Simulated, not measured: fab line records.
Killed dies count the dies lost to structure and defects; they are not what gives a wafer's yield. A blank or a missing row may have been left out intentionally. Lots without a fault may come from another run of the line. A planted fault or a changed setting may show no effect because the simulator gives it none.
The tool behind it: which one?    flow berkeleyCmos170    39 wafers from 13 lots sampled at 5 of the route's 331 steps

== WHAT EACH GAUGE READ, for each wafer ==
UCB170_START_BOW_MEAS_00. Usual: INCOMING_BOW 0 um, standard deviation 6.7.
lot   measured     on            INCOMING_BOW (um)  flag
L565  day 2 01:00  filmMetro-04  1 3 0              
L567  day 2 11:01  filmMetro-04  1 -1 -10           
L568  day 2 16:00  filmMetro-03  7 3 3              
L569  day 2 21:01  filmMetro-01  5 4 -6             
L570  day 3 02:01  filmMetro-03  2 7 2              
L571  day 3 07:01  filmMetro-01  -11 -3 6           
L572  day 3 12:01  filmMetro-03  1 19 -4            
L573  day 3 17:02  filmMetro-04  2 -7 12            
L574  day 3 22:01  filmMetro-03  7 2 12             
L575  day 4 03:01  filmMetro-04  1 6 4              
L576  day 4 08:01  filmMetro-04  -2 -4 -1           
L583  day 5 19:00  filmMetro-03  3 -10 12           
L585  day 6 05:01  filmMetro-01  -6 -3 -10          

UCB170_NWELL_OVL_MEAS_12. Usual: NWELL_OVL -3 nm, standard deviation 5.
lot   measured     on          NWELL_OVL (nm)  flag
L565  day 2 21:32  overlay-01  -9 -3 -2        
L567  day 3 05:58  overlay-02  -3 -3 1         
L568  day 3 13:13  overlay-02  -10 -8 -1       
L569  day 3 16:39  overlay-01  -8 -6 -8        
L570  day 3 23:59  overlay-01  -17 -9 -9       
L571  day 4 11:40  overlay-02  5 1 1           
L572  day 4 11:38  overlay-02  -4 -1 -1        
L573  day 4 17:43  overlay-02  4 -5 1          
L574  day 5 00:30  overlay-02  4 1 4           
L575  day 5 00:38  overlay-01  - - -           OFF
L576  day 5 09:49  overlay-02  -13 -10 -8      
L583  day 6 16:29  overlay-02  -7 -8 -7        
L585  day 7 03:32  overlay-01  -1 -3 6         

UCB170_NWELL_TW_MEAS_16. Usual: NWELL_TW 1241, standard deviation 7.7.
lot   measured     on            NWELL_TW        flag
L565  day 2 21:56  filmMetro-02  1238 1241 1241  
L567  day 3 06:22  filmMetro-03  1235 1237 1237  
L568  day 3 13:36  filmMetro-03  1238 1230 1233  
L569  day 3 17:03  filmMetro-01  1240 1242 1244  
L570  day 4 00:22  filmMetro-02  1240 1239 1236  
L571  day 4 12:04  filmMetro-03  1228 1234 1230  
L572  day 4 12:02  filmMetro-02  1238 1239 1252  
L573  day 4 18:07  filmMetro-03  1233 1238 1233  
L574  day 5 00:53  filmMetro-02  1246 1244 1248  
L575  day 5 01:01  filmMetro-01  30 30 30        OFF
L576  day 5 10:12  filmMetro-02  1252 1249 1250  
L583  day 6 16:52  filmMetro-03  1232 1238 1238  
L585  day 7 03:56  filmMetro-02  1238 1244 1243  

UCB170_PLDD_OVL_MEAS_07. Usual: PLDD_OVL -2 nm, standard deviation 5.6.
lot   measured      on          PLDD_OVL (nm)  flag
L565  day 6 17:29   overlay-01  2 -7 -8        
L567  day 7 05:00   overlay-01  5 1 2          
L568  day 7 09:15   overlay-02  -11 -6 -8      
L569  day 7 09:32   overlay-01  -15 -4 -12     
L570  day 8 02:28   overlay-01  0 3 4          
L571  day 8 11:55   overlay-02  9 7 5          
L572  day 8 12:41   overlay-02  2 -5 1         
L573  day 8 12:06   overlay-01  -5 7 5         
L574  day 8 21:52   overlay-01  -2 -1 -11      
L576  day 9 05:30   overlay-02  2 -3 7         
L583  day 10 16:49  overlay-02  -3 1 1         
L585  day 11 01:15  overlay-01  10 -5 0        

== WHAT TOOL EACH LOT RAN ON (gives the tool, then ch and the chambers of the sampled wafers, and finally the start) ==
lot   UCB170_NWELL_EXPOSE_09
L565  krfScanner-01 ch 0, day 2 21:02
L567  krfScanner-01 ch 0, day 3 05:33
L568  krfScanner-02 ch 0, day 3 12:47
L569  krfScanner-02 ch 0, day 3 16:17
L570  krfScanner-02 ch 0, day 3 23:36
L571  krfScanner-01 ch 0, day 4 11:05
L572  krfScanner-02 ch 0, day 4 10:50
L573  krfScanner-01 ch 0, day 4 17:22
L574  krfScanner-02 ch 0, day 4 23:47
L575  krfScanner-02 ch 0, day 4 23:55
L576  krfScanner-02 ch 0, day 5 09:25
L583  krfScanner-02 ch 0, day 6 16:05
L585  krfScanner-02 ch 0, day 7 03:10
- UCB170_NWELL_EXPOSE_09: exposes mask NWELL, target cd 3000 nm.

== WHAT THE TOOLS THEMSELVES READ (means of the sampled wafers that have a number; where no wafer has one, the mark that the record gives instead) ==
UCB170_NWELL_EXPOSE_09. Usual: 24.999 for exposureDoseMJCm2, sd 0.024.
lot   tool           exposureDoseMJCm2  flag
L565  krfScanner-01  24.997             
L567  krfScanner-01  24.973             
L568  krfScanner-02  25.009             
L569  krfScanner-02  24.994             
L570  krfScanner-02  24.957             
L571  krfScanner-01  25.020             
L572  krfScanner-02  25.003             
L573  krfScanner-01  25.017             
L574  krfScanner-02  25.011             
L575  krfScanner-02  25.034             
L576  krfScanner-02  24.999             
L583  krfScanner-02  25.001             
L585  krfScanner-02  24.993             

== THE ANSWER, worked out from the rows above alone ==
Rule: take the mean of a lot's wafers that have a number; if it is more than 3 standard deviations from the usual mean, the lot is off. Also off: a lot with no number at a reading for which 4 or more lots have one. Any other lot the step has rows for is counted as sound. The gauges are gone through in route order, then the tools' own readings, and for those a lot's mean is taken as printed above. The first step at which some lot is off is used, and at that step the reading that is off furthest; a lot without a number counts as furthest.
Off: at UCB170_NWELL_OVL_MEAS_12 (NWELL_OVL), L575. Without a number there: L575.
If a tool, at a process step before that reading, ran all the lots that are off and no sound lot after the first of them, it fits. The gauges at UCB170_NWELL_OVL_MEAS_12 aren't tried: what is off there is off at UCB170_NWELL_TW_MEAS_16 too, on other tools, and a gauge's error can't cause that. No candidate that was tried fits.

== WHAT HAD BEEN PUT IN BY THE SIMULATOR ==
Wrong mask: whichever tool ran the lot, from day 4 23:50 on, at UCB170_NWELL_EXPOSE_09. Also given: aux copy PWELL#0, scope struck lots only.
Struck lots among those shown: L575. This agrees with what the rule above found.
